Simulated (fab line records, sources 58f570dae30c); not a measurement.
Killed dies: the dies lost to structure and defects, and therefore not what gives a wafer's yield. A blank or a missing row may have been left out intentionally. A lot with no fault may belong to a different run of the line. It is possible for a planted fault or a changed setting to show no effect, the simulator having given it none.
2 desks, one fault :: flow berkeley-cmos170 :: each desk has only its own numbers; what lay behind them comes last

## METROLOGY DESK
Means of the sampled wafers that have a number, per lot and without regard to the tool the lot ran on: this is what the gauges read. Any lot whose mean is over 4 standard deviations away from the usual mean is out of limits and marked OUT; that distance is given in the brackets.
Columns: A = PFIELD_OVL at UCB170_PFIELD_OVL_MEAS_06, usual 2 nm; B = SACOX_OXIDE_THK at UCB170_SACOX_THK_MEAS_02, usual 14.15 nm; C = NVT_TW at UCB170_NVT_TW_MEAS_09, usual 524
lot: L301
first seen here: day 5 13:58
A: 6
B: 14.13
C: 531

lot: L302
first seen here: day 5 14:17
A: 3
B: 14.31
C: 528

lot: L303
first seen here: day 5 14:30
A: -4
B: 14.12
C: 531

lot: L305
first seen here: day 6 02:20
A: 4
B: 13.84
C: 530

lot: L309
first seen here: day 6 11:13
A: 3
B: 14.25
C: 474 (-9.4) OUT

lot: L308
first seen here: day 6 11:47
A: 2
B: 14.30
C: 530

lot: L311
first seen here: day 6 21:58
A: 7
B: 13.55
C: 522

lot: L312
first seen here: day 6 22:41
A: 11
B: 13.59
C: 465 (-11) OUT

lot: L315
first seen here: day 7 15:12
A: -1
B: 14.25
C: 523

lot: L317
first seen here: day 8 13:01
A: 0
B: 13.99
C: 519

lot: L321
first seen here: day 8 18:10
A: 5
B: 14.56
C: 521

lot: L320
first seen here: day 8 18:16
A: -3
B: 14.17
C: 528

lot: L324
first seen here: day 9 08:20
A: 10
B: 14.26
C: 520

lot: L323
first seen here: day 9 08:55
A: 1
B: 14.44
C: 528
This desk's finding: out of limits on L309, L312; first on L309, day 7 22:23 (NVT_TW at UCB170_NVT_TW_MEAS_09). L301, L302, L303, L305, L308, L311, L315, L317, L321, L320, L324, L323: within limits.

## AT THE TOOL OWNER'S DESK: implanter-01
The tool's own readings at UCB170_NVT_IMPLANT_07: means of the sampled wafers that have a number, for each lot that ran on this tool. Any lot whose mean is over 4 standard deviations away from the usual mean is out of limits and marked OUT; that distance is given in the brackets.
Columns: A = beam-energy-keV at UCB170_NVT_IMPLANT_07, usual 49.999; B = beam-on-s at UCB170_NVT_IMPLANT_07, usual 10.02 s; C = dose-ions-cm2 at UCB170_NVT_IMPLANT_07, usual 3.039e+12
lot: L301
first seen here: day 6 23:31
A: 49.977
B: 10.19
C: 3.037e+12

lot: L302
first seen here: day 7 01:06
A: 49.997
B: 10.06
C: 3.040e+12

lot: L309
first seen here: day 7 22:08
A: 32.501 (-99 or more) OUT
B: 10.16
C: 3.037e+12

lot: L312
first seen here: day 8 06:41
A: 32.515 (-99 or more) OUT
B: 9.99
C: 3.042e+12
This desk's verdict: out of limits on L309, L312, starting with L309 at day 7 22:08 (beam-energy-keV at UCB170_NVT_IMPLANT_07). L301, L302: within limits.

## PUT TOGETHER
An alarm could have come from the tool owner's desk at day 7 22:08, on L309, L312.
On L309, L312, the metrology desk was in a position to raise an alarm at day 7 22:23.
All the named lots went through UCB170_NVT_IMPLANT_07 on implanter-01.

## WHAT WAS PUT IN BY THE SIMULATOR
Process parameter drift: implanter-01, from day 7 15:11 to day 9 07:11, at UCB170_NVT_IMPLANT_07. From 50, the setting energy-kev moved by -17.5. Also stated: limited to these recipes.
Struck lots among those shown: L309, L312.
Delay (hours) between the fault's onset and each desk's first out-of-limits reading: 7 at the tool owner's desk, 7 at the metrology desk.
